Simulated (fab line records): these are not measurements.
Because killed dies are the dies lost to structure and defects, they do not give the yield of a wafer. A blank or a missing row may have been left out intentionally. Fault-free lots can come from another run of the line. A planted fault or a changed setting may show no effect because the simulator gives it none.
A lot that was struck, set against a sound lot	flow rit_cmos	26 out of 202 route steps
Sound: wafers L803.3, L803.4, L803.5. Wafers L807.3, L807.4, L807.6 were the ones struck. The cause is given at the end.
Per side, at each step with rows, come the tool, then ch with its chambers, and then its first start. Under that, the readings that differ: sound wafers	struck wafers	difference of the means	sigmas: that difference in standard deviations of wafers without a fault.
alike: readings whose means differ by less than 2 such deviations, and words and numbers that are the same on both sides. not compared: withheld readings, readings that some wafer has no value for, bounds like >300 that may hide the same value, and numbers for which the record gives no deviation and whose values overlap.
Wherever a step has rows on one side only, a row that says differs or no value, or a row with sigmas, the two part there. Numbers that have no deviation but don't overlap get no sigmas and don't part them. Lack of a reading on every wafer of one side parts them only where that side has two or more wafers.

first, 2 steps without rows for these wafers: RIT_FOX2_CLEAN_02 (cleans in dHF, time 171.4 s); RIT_FOX2_WET_ETCH_03 (etches Si3N4 in H3PO4, target depth 195 nm, time 2700 s).
RIT_FOX2_THK_MEAS_90:
  sound on film_metro-03 at day 3 08:08; struck on film_metro-04 at day 4 04:05
  alike: FIELD_OXIDE_LEFT_1_THK
then, 6 steps without rows for these wafers: RIT_NWELL_HMDS_00 (prime time 62.67 s); RIT_NWELL_COAT_01 (resist thk 1300 nm); RIT_NWELL_SOFTBAKE_02 (time 60 s); RIT_NWELL_EXPOSE_03 (exposes mask M2, target cd 43900 nm); RIT_NWELL_PEB_04; RIT_NWELL_DEVELOP_05 (develop time 68 s).
RIT_NWELL_OVL_MEAS_06:
  sound on overlay-01 at day 3 09:13; struck on overlay-01 at day 4 05:04
  alike: NWELL_OVL
then, 2 steps without rows for these wafers: RIT_NWELL_HARDBAKE_07 (time 120 s); RIT_NWELL_IMPLANT_08.
RIT_NWELL_STRIP_09: strips in O2, time 180 s.
  sound on plasma_asher-04 ch 0,1, day 3 09:42; struck on plasma_asher-04 ch 0,1, day 4 05:32
  no value came back on the struck wafers for chamber_pressure_mTorr (mTorr), drypump_motor_current_A (A), rf_refl_power_W (W); on the sound wafers chamber_pressure_mTorr (mTorr) reads 3997 3994 3995
reading	sound	struck	difference	sigmas
model.NOVOLAK_of_NWELL_COAT_01.thk_nm (nm)	0 0 0	1139 1134 1138	+1137	
  not compared: rf_hours_counter_h
RIT_NWELL_TW_MEAS_10:
  sound on film_metro-02 at day 3 09:50; struck on film_metro-02 at day 4 05:41
  alike: NWELL_TW
then, 6 steps without rows for these wafers: RIT_PWELL_HMDS_00 (prime time 60 s); RIT_PWELL_COAT_01 (resist thk 1300 nm); RIT_PWELL_SOFTBAKE_02 (time 60 s); RIT_PWELL_EXPOSE_03 (exposes mask M3, target cd 43700 nm); RIT_PWELL_PEB_04; RIT_PWELL_DEVELOP_05 (develop time 68 s).
RIT_PWELL_OVL_MEAS_06:
  sound on overlay-01 at day 3 10:53; struck on overlay-02 at day 4 06:37
  alike: PWELL_OVL
then, 2 steps without rows for these wafers: RIT_PWELL_HARDBAKE_07 (time 120 s); RIT_PWELL_IMPLANT_08.
RIT_PWELL_STRIP_09: strips in O2, time 180 s.
  sound on plasma_asher-04 ch 0,1, day 3 11:23; struck on plasma_asher-02 ch 0,1, day 4 07:06
  alike: chamber_pressure_mTorr, drypump_motor_current_A, rf_refl_power_W
  not compared: rf_hours_counter_h
RIT_PWELL_TW_MEAS_10:
  sound on film_metro-02 at day 3 11:31; struck on film_metro-03 at day 4 07:14
reading	sound	struck	difference	sigmas
PWELL_TW	966 966 963	30 30 30	-935	-99 or more
then, 1 step without rows for these wafers: RIT_WELLDRIVE_ANNEAL_00 (time 14700 s).

== WHERE THEY PART ==
Last at RIT_PWELL_TW_MEAS_10 as far as this record goes, first at RIT_NWELL_STRIP_09.

WHY: the cause the simulator had injected
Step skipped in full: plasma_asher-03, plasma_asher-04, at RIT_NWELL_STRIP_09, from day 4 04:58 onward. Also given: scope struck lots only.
